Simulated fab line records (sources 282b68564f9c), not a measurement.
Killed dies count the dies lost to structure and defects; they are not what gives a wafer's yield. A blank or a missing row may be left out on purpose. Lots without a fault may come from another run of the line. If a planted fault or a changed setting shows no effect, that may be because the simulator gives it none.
Commonality check across tools	flow ritCmos	14 lots and 42 wafers in the sample

## WHY THIS WAS OPENED
RIT_FOX1_THK_MEAS_01, reading FOX1_OXIDE_THK: flagged on 2 of 14 lots. Fault-free wafers read 348 nm, with a standard deviation of 6.
Rule: a lot gets a flag if all its wafers with a number sit over 4 standard deviations from that mean, or if no wafer of it has a number. As for the other lots, they are considered sound.

lot	measured	on	FOX1_OXIDE_THK (nm), wafer by wafer	flag
L521	day 1 23:31	filmMetro-01	350 340 337	
L522	day 2 03:22	filmMetro-02	342 344 347	
L523	day 2 09:22	filmMetro-03	356 356 354	
L525	day 2 20:22	filmMetro-01	347 350 349	
L527	day 3 06:20	filmMetro-02	350 357 354	
L528	day 3 09:14	filmMetro-03	339 343 346	
L529	day 3 16:04	filmMetro-01	347 342 342	
L530	day 3 21:43	filmMetro-02	344 352 347	
L531	day 4 02:24	filmMetro-02	354 348 353	
L532	day 4 06:07	filmMetro-02	306 306 309	FLAGGED
L533	day 4 13:25	filmMetro-01	303 305 308	FLAGGED
L534	day 4 17:53	filmMetro-03	356 352 344	
L541	day 6 08:34	filmMetro-02	356 352 353	
L543	day 6 17:33	filmMetro-01	360 358 356	
Average over the flagged lots: 306 nm; offset from the usual -42 nm, equal to -7 standard deviations.

## LOT BY LOT: THE TOOL USED
The record keeps 1 process step preceding the reading, out of 202 steps on the route. Every cell lists first the tool, next ch and the chambers used by the sampled wafers, and last the start.
lot	flag	RIT_FOX1_OXIDATION_00
L521		furnace-04 ch 0, day 1 22:11
L522		furnace-04 ch 0, day 2 02:03
L523		furnace-01 ch 0, day 2 08:03
L525		furnace-04 ch 0, day 2 19:03
L527		furnace-01 ch 0, day 3 05:01
L528		furnace-04 ch 0, day 3 07:55
L529		furnace-01 ch 0, day 3 14:44
L530		furnace-01 ch 0, day 3 20:22
L531		furnace-03 ch 0, day 4 01:05
L532	FLAGGED	furnace-01 ch 0, day 4 04:47
L533	FLAGGED	furnace-01 ch 0, day 4 12:05
L534		furnace-03 ch 0, day 4 16:34
L541		furnace-04 ch 0, day 6 07:15
L543		furnace-04 ch 0, day 6 16:13
What the steps here do:
- RIT_FOX1_OXIDATION_00: target thk 350.7 nm, ox time 1130 s.
- RIT_FOX1_THK_MEAS_01

## FLAGGED OVER TOTAL, TOOL BY TOOL (the gauges that took the reading come last)
step	tool	lots run	flagged	share of the flagged lots	sound lots run after its first flagged lot
RIT_FOX1_OXIDATION_00	furnace-01	6	2	all	0
RIT_FOX1_OXIDATION_00	furnace-03	2	0	none	-
RIT_FOX1_OXIDATION_00	furnace-04	6	0	none	-
RIT_FOX1_THK_MEAS_01	filmMetro-01	5	1	some	1 (L543)
RIT_FOX1_THK_MEAS_01	filmMetro-02	6	1	some	1 (L541)
RIT_FOX1_THK_MEAS_01	filmMetro-03	3	0	none	-

## WHAT THE TABLE PERMITS
1 row of the table ran every flagged lot: furnace-01 at RIT_FOX1_OXIDATION_00.
- furnace-01 at RIT_FOX1_OXIDATION_00: 2 of its 6 lots flagged. It ran its last sound lot, L530, at day 3 20:22 and its first flagged lot, L532, at day 4 04:47: a fault with its onset between the two fits.
What remains is a single tool, furnace-01 at RIT_FOX1_OXIDATION_00.

## WHAT WAS PUT IN BY THE SIMULATOR
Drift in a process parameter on furnace-01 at RIT_FOX1_OXIDATION_00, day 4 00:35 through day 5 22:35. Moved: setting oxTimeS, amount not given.
Shown lots that were struck: L532, L533. This agrees with what the rule above found.
